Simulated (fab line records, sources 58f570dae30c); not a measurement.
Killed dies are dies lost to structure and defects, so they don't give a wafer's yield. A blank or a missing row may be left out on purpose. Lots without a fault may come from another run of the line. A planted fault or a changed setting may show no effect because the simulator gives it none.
Which tool did it? | flow berkeley_cmos170 | 7 lots, 21 wafers sampled, at 2 steps of a route of 331

WHAT THE GAUGES READ, wafer by wafer
UCB170_V1_OVL_MEAS_13.
lot  | measured     | on         | V1_OVL (nm)
L877 | day 7 05:29  | overlay-02 | 2 -2 -3
L881 | day 8 05:24  | overlay-01 | -1 -8 -4
L886 | day 9 07:35  | overlay-01 | -4 -1 2
L889 | day 10 03:06 | overlay-02 | 7 5 1
L893 | day 10 16:17 | overlay-02 | -4 -6 1
L897 | day 11 19:16 | overlay-01 | 7 4 1
L899 | day 11 23:06 | overlay-02 | 7 1 -5

WHICH TOOL RAN EACH LOT (tool, then ch and the chambers of the sampled wafers, then the start)
lot  | UCB170_WELLDRIVE_OXIDATION_01
L877 | furnace-01 ch 0, day 3 06:40
L881 | furnace-02 ch 0, day 4 05:34
L886 | furnace-01 ch 0, day 5 09:49
L889 | furnace-03 ch 0, day 6 04:56
L893 | furnace-02 ch 0, day 6 22:52
L897 | furnace-02 ch 0, day 7 23:00
L899 | furnace-02 ch 0, day 8 11:02
- UCB170_WELLDRIVE_OXIDATION_01: target thk 199 nm, ox time 9000 s.

THE ANSWER, worked out from the rows above alone
Rule: what is usual is taken from the lots themselves. Put in order of their means at a reading, lots are off if they are a third of the lots or fewer, leave a main group of 4 or more, and stand apart from it by a gap of 3 or more times the standard deviation of the main group's means; of several such gaps the widest counts. A main group whose means are all the same, to the digits that the tables above print for the reading, isn't used. A lot without any number at a reading at which 4 lots or more have one is off too. The other lots that the step has rows for count as sound.
No lot is off at any reading shown: from this, nothing can be told.

WHAT THE SIMULATOR HAD PUT IN
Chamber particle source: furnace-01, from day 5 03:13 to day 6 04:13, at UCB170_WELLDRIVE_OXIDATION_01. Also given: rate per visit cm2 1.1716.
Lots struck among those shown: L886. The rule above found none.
